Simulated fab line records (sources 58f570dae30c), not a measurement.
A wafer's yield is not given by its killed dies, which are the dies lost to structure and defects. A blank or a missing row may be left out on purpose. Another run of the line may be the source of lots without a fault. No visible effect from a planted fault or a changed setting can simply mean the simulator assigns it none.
8D (eight disciplines) problem report, filled in by code + flow berkeley cmos170 + the parts of the form that need people (team, actions taken, sign-off) are left out

1. THE PROBLEM
Wafers without a fault read 319.3 s, standard deviation 0.41; run length s at UCB170_V2_ETCH_14 reads a mean of 307.4 s on 6 wafers belonging to 2 lots. Measured from the usual mean, that is -29 standard deviations.
The step: etches SiO2 in CHF3/CF4/Ar, stops on Al, target depth 1250 nm, time 291 s.
First observed at day 10 21:15: wafer L659.3, on rie diel-01. The record holds 42 wafers of 14 lots with a number at this step. Rule for "out", or "out of limits": more than 4 standard deviations from the usual mean. Any other wafer with a number is counted as sound.

2. WHAT IT IS AND WHAT IT IS NOT
| question                    | is                     | is not                                                                 |
|-----------------------------|------------------------|------------------------------------------------------------------------|
| which readings at this step | run length s           | drypump motor current A, throttle valve pct                            |
| which lots                  | L659, L660             | L644, L645, L646, L647, L649, L650, L652, L653, L655, L656, L658, L666 |
| which wafers of those lots  | all that have a number | -                                                                      |
| read on which tools         | rie diel-01            | rie diel-03, rie diel-04                                               |
| when                        | from day 10 21:15      | up to then (33 sound wafers); but 3 sound wafers of L666 came after    |

3. WHAT RULES OUT EACH SUSPECT
Counting: a tool at a process step up to the reading stays a suspect if it ran every lot that is out and no sound lot after the first of them.
- rie diel-01 at UCB170_V2_ETCH_14 (etches SiO2 in CHF3/CF4/Ar, stops on Al, target depth 1250 nm, time 291 s): kept. Every lot that is out went through it, starting with L659 (day 10 21:15), and after that it ran no sound lot; the last sound lot it ran before then is L655 (day 10 07:55). On those wafers its own readings are out: run length s.
After counting, what remains is rie diel-01 at UCB170_V2_ETCH_14.

4. THE CAUSE (what the simulator had put in)
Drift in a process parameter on rie diel-01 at UCB170_V2_ETCH_14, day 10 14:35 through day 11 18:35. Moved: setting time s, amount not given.
After counting, this tool was the only one left.

5. SEQUENCE OF EFFECTS, ordered by route
Each row: a reading whose mean over the struck wafers that have a number lies more than 3 standard deviations from the usual. Readings are gone through only where the record gives a usual standard deviation; hours: the median, over the lots, of the time from a lot's start at the first step in this table giving one to that lot's start at this step; sigmas: the change measured in usual standard deviations.
| hours | step              | reading        | usual      | on struck wafers | change | sigmas |
|-------|-------------------|----------------|------------|------------------|--------|--------|
| 0     | UCB170_V2_ETCH_14 | oes product au | 0.878 a.u. | 0.922            | +0.044 | +3.1   |
| 0     | UCB170_V2_ETCH_14 | run length s   | 319.3 s    | 307.4            | -11.9  | -29    |
It contains these process steps:
- UCB170_V2_ETCH_14: etches SiO2 in CHF3/CF4/Ar, stops on Al, target depth 1250 nm, time 291 s.

6. WHAT WOULD HAVE CAUGHT IT SOONER
The fault began at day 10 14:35; the first out-of-limits reading in this record came at day 10 21:15, 7 hours later.
